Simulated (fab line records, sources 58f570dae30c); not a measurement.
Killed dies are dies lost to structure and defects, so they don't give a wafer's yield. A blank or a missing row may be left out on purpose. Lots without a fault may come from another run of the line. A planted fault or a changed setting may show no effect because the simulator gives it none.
Split-lot experiment | flow berkeley_cmos170 | 5 lots, 23 wafers read, on a route of 331 steps

THE SPLIT
At UCB170_V2_ETCH_14 (etches SiO2 in CHF3/CF4/Ar, stops on Al, target depth 1250 nm, time 291 s), the setting rf_w was moved away from the recipe's 700 W on 8 of the 23 wafers read, by -10.4% to +8.5%. The other wafers ran this setting at the recipe's value.

The reading is taken at the split's own step.

THE READING
KrF_of_V2_COAT_07.thk_nm (the simulator's own value, which no gauge read), in nm, at UCB170_V2_ETCH_14 (etches SiO2 in CHF3/CF4/Ar, stops on Al, target depth 1250 nm, time 291 s). The file gives no usual value for it. The 15 wafers here that ran the recipe average 610.3 nm, standard deviation 4.3 nm.

wafer  | tool, chamber at the split | rf_w as run, W | against the recipe | KrF_of_V2_COAT_07.thk_nm, nm | against lot-mates on the recipe
L076.2 | rie_diel-02, 1             | 627            | -10.4%             | 623.7                        | +16.9
L076.3 | rie_diel-02, 0             | 700            | recipe             | 601.4                        | -
L076.4 | rie_diel-02, 3             | 627            | -10.4%             | 626.5                        | +19.7
L076.5 | rie_diel-02, 1             | 700            | recipe             | 612.2                        | -
L076.6 | rie_diel-02, 0             | 627            | -10.4%             | 622.1                        | +15.3
L075.1 | rie_diel-03, 1             | 759.5          | +8.5%              | 596.2                        | -13.1
L075.2 | rie_diel-03, 0             | 700            | recipe             | 611.4                        | -
L075.3 | rie_diel-03, 2             | 759.5          | +8.5%              | 595.1                        | -14.2
L075.4 | rie_diel-03, 3             | 700            | recipe             | 607.2                        | -
L075.6 | rie_diel-03, 2             | 759.5          | +8.5%              | 598.2                        | -11.1
L074.1 | rie_diel-04, 3             | 700            | recipe             | 611.1                        | -
L074.2 | rie_diel-04, 1             | 700            | recipe             | 613.4                        | -
L074.3 | rie_diel-04, 0             | 724.1          | +3.4%              | 608.7                        | -2.8
L074.4 | rie_diel-04, 1             | 724.1          | +3.4%              | 605.4                        | -6.1
L074.5 | rie_diel-04, 0             | 700            | recipe             | 610                          | -
L083.1 | rie_diel-03, 0             | 700            | recipe             | 614                          | -
L083.2 | rie_diel-03, 2             | 700            | recipe             | 608.6                        | -
L083.3 | rie_diel-03, 1             | 700            | recipe             | 609.7                        | -
L083.4 | rie_diel-03, 1             | 700            | recipe             | 607.9                        | -
L083.6 | rie_diel-03, 2             | 700            | recipe             | 601.8                        | -
L082.1 | rie_diel-04, 1             | 700            | recipe             | 614.2                        | -
L082.3 | rie_diel-04, 3             | 700            | recipe             | 617.3                        | -
L082.4 | rie_diel-04, 0             | 700            | recipe             | 614.3                        | -

THE FIT
A straight line over all 23 wafers: KrF_of_V2_COAT_07.thk_nm changes by -1.42 nm for each +1% of rf_w; r = -0.89; the points scatter about the line by 3.9 nm.
The same after taking each lot's own level away (the mean of its wafers on the recipe; 23 wafers): -1.59 nm for each +1%; r = -0.94; scatter 2.9 nm.
On that fit, the largest move of rf_w shifts the reading by 17 nm.
The lots' own levels span 606.80 to 615.27 nm, that is 2.0 times the standard deviation above.
So the lot-to-lot level changes the slope: the two fits differ.
Check: with one of the wafers moved furthest among these (-10.4%) left out of the fit, the line predicts +16.8 nm for it against its lot-mates. It came out at +16.9 nm against them.

OTHER SPLITS ON THESE WAFERS
These wafers also went through other splits before the reading. Each is held against what the fit with the lots' levels taken away leaves over:
other split on the same wafers | wafers away from the commonest value | r with KrF_of_V2_COAT_07.thk_nm (lot level and that fit taken away)
UCB170_M2_SPUTTER_01 power_w   | 9                                    | -0.15
UCB170_M2_COAT_09 spin_rpm     | 9                                    | +0.01

THE WHOLE CHAIN: every reading that the file lists as answering this split, in the file's order
step               | what it does                                                              | reading                                                                   | change (the file's fit)              | r (the file's)
UCB170_V2_ETCH_14  | etches SiO2 in CHF3/CF4/Ar, stops on Al, target depth 1250 nm, time 291 s | KrF_of_V2_COAT_07.thk_nm (the simulator's own value, which no gauge read) | -1.58 nm for each +1% of the setting | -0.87
UCB170_V2_STRIP_15 | strips in O2                                                              | strip_time_to_endpoint_s                                                  | withheld for each +1% of the setting | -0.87

THE FILE'S OWN FIT
KrF_of_V2_COAT_07.thk_nm changes by -1.58 nm for each +1% of rf_w, r = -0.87.
